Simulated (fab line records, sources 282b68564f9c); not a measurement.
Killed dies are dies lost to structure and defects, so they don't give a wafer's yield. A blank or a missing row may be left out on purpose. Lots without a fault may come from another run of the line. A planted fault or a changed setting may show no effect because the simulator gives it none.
fab line records | flow rit_cmos
record lots=14 wafers=42 last_day=7
route steps=202 shown PSD@147
lots that met no fault: from a run of the same line without faults
start_h: hours from the record's first day to the start of the lot's first wafer shown | wait_h: hours since the lot's step before | " the same as in the row above | L1.1+2: a row that stands for several wafers | - no value, or no start given | * or withheld: withheld | < > ~ a bound
route shown NAME@n: a module of which the file shows steps, and the number in the route of the first | usual: mean/standard deviation of fault-free wafers | same: alike in all rows | chamber/n: place in a boat | sites: the reading at each site | _std_site: their standard deviation | _edge_site: outer sites' mean less inner sites' | radius_mm: how far each site lies from the wafer's centre | mask NAME#n: copy n | behind: the tool/chamber that last shaped the wafer | hold: why the lot was held/for how many hours/how that ended | device: the transistor (n, p or np) that didn't switch | end of line: the same wafers' tests at the end of the route | a step without rows: its recipe alone | killed: dies lost to structure and defects at the first sort, not the wafer's yield | map: a wafer's dies, x killed, . not, _ none there
set.NAME: the setting as run; set.NAME@STEP: as run at that earlier step | model.NAME: the simulator's own value behind a step, which no gauge read
steps of the route over a sample of lots; a table a step, a row a wafer
## steps
# step RIT_PSD_DEVELOP_05
# recipe resist=NOVOLAK develop_time_s=50 dev_temp_c=23
# usual chill_plate_temp_C=23.01/0.11 develop_time_s=50/0
# columns lot.wafer tool chamber start_h wait_h chill_plate_temp_C develop_time_s
L559.3 litho_track-02 0 51 - 22.99 50
L559.5 " 0 " " 22.89 50
L559.6 " 0 " " 22.79 50
L560.1 litho_track-03 0 58 - 22.89 50
L560.2 " 0 " " 22.82 50
L560.6 " 0 " " 22.84 50
L563.2 litho_track-03 0 72 - 23.07 50
L563.4 " 0 " " 23.02 50
L563.6 " 0 " " 23.11 50
L564.2 litho_track-03 0 78 - 23.08 50
L564.3 " 0 " " 22.97 50
L564.4 " 0 " " 23.11 50
L565.1 litho_track-02 0 82 - 23.15 50
L565.2 " 0 " " 23.24 50
L565.3 " 0 " " 23.13 50
L566.1 litho_track-03 0 86 - 22.95 50
L566.3 " 0 " " 23.02 50
L566.4 " 0 " " 22.81 50
L568.3 litho_track-04 0 95 - 22.88 50
L568.5 " 0 " " 22.85 50
L568.6 " 0 " " 23.08 50
L571.2 litho_track-03 0 115 - 23.11 50
L571.3 " 0 " " 23.07 50
L571.5 " 0 " " 23.01 50
L572.2 litho_track-02 0 118 - 23.07 50
L572.3 " 0 " " 22.94 50
L572.5 " 0 " " 22.99 50
L574.1 litho_track-04 0 130 - 23.21 50
L574.5 " 0 " " 23.30 50
L574.6 " 0 " " 23.01 50
L577.1 litho_track-03 - 142 - - -
L577.4 " - " " - -
L577.5 " - " " - -
L578.4 litho_track-03 - 144 - - -
L578.5 " - " " - -
L578.6 " - " " - -
L581.2 litho_track-02 0 163 - 22.93 50
L581.4 " 0 " " 22.96 50
L581.6 " 0 " " 23.14 50
L582.2 litho_track-04 0 167 - 23.01 50
L582.4 " 0 " " 22.84 50
L582.5 " 0 " " 22.82 50
## key
first_sign step=RIT_PSD_DEVELOP_05 reading=tool_record direction=missing
effect none on later readings
met_at RIT_PSD_DEVELOP_05
struck_lots L577,L578
sort_left_out L577.1,L577.4,L577.5,L578.4,L578.5,L578.6
tester_left_out L577,L578
onset_between 115 142
fault kind=skipped_step_whole tool=litho_track-03 chamber=- onset_h=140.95 steps=RIT_PSD_DEVELOP_05 scope=struck_lots_only
# tester_left_out: of these lots the tester's yield and bins aren't shown, on N5 and GAA mostly nor the transistor test; their killed dies are dies lost to structure and defects alone, not to doping, threshold or leakage, so they don't give the yield
# sort_left_out: the simulated sort isn't trusted on such a fault, so these wafers' sort isn't shown, and their yield isn't known
